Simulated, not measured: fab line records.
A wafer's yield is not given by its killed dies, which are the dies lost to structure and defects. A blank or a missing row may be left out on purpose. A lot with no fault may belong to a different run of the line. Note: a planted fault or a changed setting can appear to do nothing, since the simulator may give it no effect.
What tool caused it? | flow ritCmos | Sampling: 14 lots, 42 wafers, 2 of 202 route steps

== WHAT EACH GAUGE READ, for each wafer ==
RIT_GATE_OVL_MEAS_17. Usual: GATE_OVL typically reads 0.6 nm, with standard deviation 1.4.
lot  | measured    | on         | GATE_OVL (nm)        | flag
L532 | day 2 11:46 | overlay-02 | 1.6 1.9 -1.7         | 
L533 | day 2 18:08 | overlay-02 | 1.1 1.4 1.2          | 
L535 | day 3 04:49 | overlay-01 | 1.5 -0.3 0.9         | 
L536 | day 3 09:22 | overlay-02 | -1.9 -0.3 -0.7       | 
L538 | day 3 18:06 | overlay-02 | -0.6 0.0 -1.7        | 
L539 | day 3 23:55 | overlay-02 | -0.2 -0.8 0.1        | 
L540 | day 4 05:25 | overlay-02 | 0.9 0.8 2.5          | 
L541 | day 4 09:42 | overlay-02 | -147.3 -148.4 -147.0 | OFF
L548 | day 5 20:49 | overlay-01 | -149.8 -149.9 -149.6 | OFF
L550 | day 6 06:54 | overlay-01 | 4.0 4.6 4.4          | 
L551 | day 6 11:30 | overlay-01 | -0.9 -0.7 0.5        | 
L552 | day 6 16:35 | overlay-02 | 1.5 2.4 0.4          | 
L554 | day 7 02:45 | overlay-01 | -0.6 -0.6 0.9        | 
L555 | day 7 06:55 | overlay-01 | -1.6 0.0 2.9         | 

== WHICH TOOL RAN EACH LOT (tool, then ch and the chambers of the sampled wafers, then the start) ==
lot  | RIT_GATE_EXPOSE_13
L532 | ilineStepper-01 ch 0, day 2 11:14
L533 | ilineStepper-02 ch 0, day 2 17:39
L535 | ilineStepper-01 ch 0, day 3 04:19
L536 | ilineStepper-01 ch 0, day 3 08:51
L538 | ilineStepper-01 ch 0, day 3 17:35
L539 | ilineStepper-01 ch 0, day 3 23:10
L540 | ilineStepper-02 ch 0, day 4 04:55
L541 | ilineStepper-01 ch 0, day 4 09:11
L548 | ilineStepper-01 ch 0, day 5 20:19
L550 | ilineStepper-02 ch 0, day 6 06:24
L551 | ilineStepper-02 ch 0, day 6 10:59
L552 | ilineStepper-02 ch 0, day 6 16:02
L554 | ilineStepper-02 ch 0, day 7 02:14
L555 | ilineStepper-02 ch 0, day 7 06:23
- RIT_GATE_EXPOSE_13: exposes mask M6, target cd 150 nm.

== AS READ BY THE TOOLS THEMSELVES (means over the sampled wafers that have a number; for cases with no such wafer, the mark the record gives instead) ==
The record holds no such reading with a usual standard deviation.

== THE ANSWER, worked out from the rows above alone ==
Rule: a lot is off if the mean of its wafers that have a number lies more than 3 standard deviations from the usual mean. A lot without any number at a reading at which 4 lots or more have one is off too. Any other lot the step has rows for is counted as sound. Order of review: gauges by route order, followed by the tools' own readings, for which a lot's mean as printed above is used. The first step at which some lot is off is used, and at that step the reading that is off furthest; a lot without a number counts as furthest.
Off: L541, L548, seen at RIT_GATE_OVL_MEAS_17 (GATE_OVL).
A tool fits if, at a process step before that reading, it ran every lot that is off, and no sound lot after the first of them. Those tools and the gauges at RIT_GATE_OVL_MEAS_17 are tried in the same way. One candidate fits, namely ilineStepper-01 at RIT_GATE_EXPOSE_13. A fault onset in the window from L539 (day 3 23:10, its last sound lot) to L541 (day 4 09:11, its first lot off) fits.

== WHAT THE SIMULATOR HAD PUT IN ==
Scanner matching overlay: ilineStepper-01, from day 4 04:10 on, at RIT_GATE_EXPOSE_13. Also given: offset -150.
Shown lots that were struck: L541, L548. The same result came from the rule above.
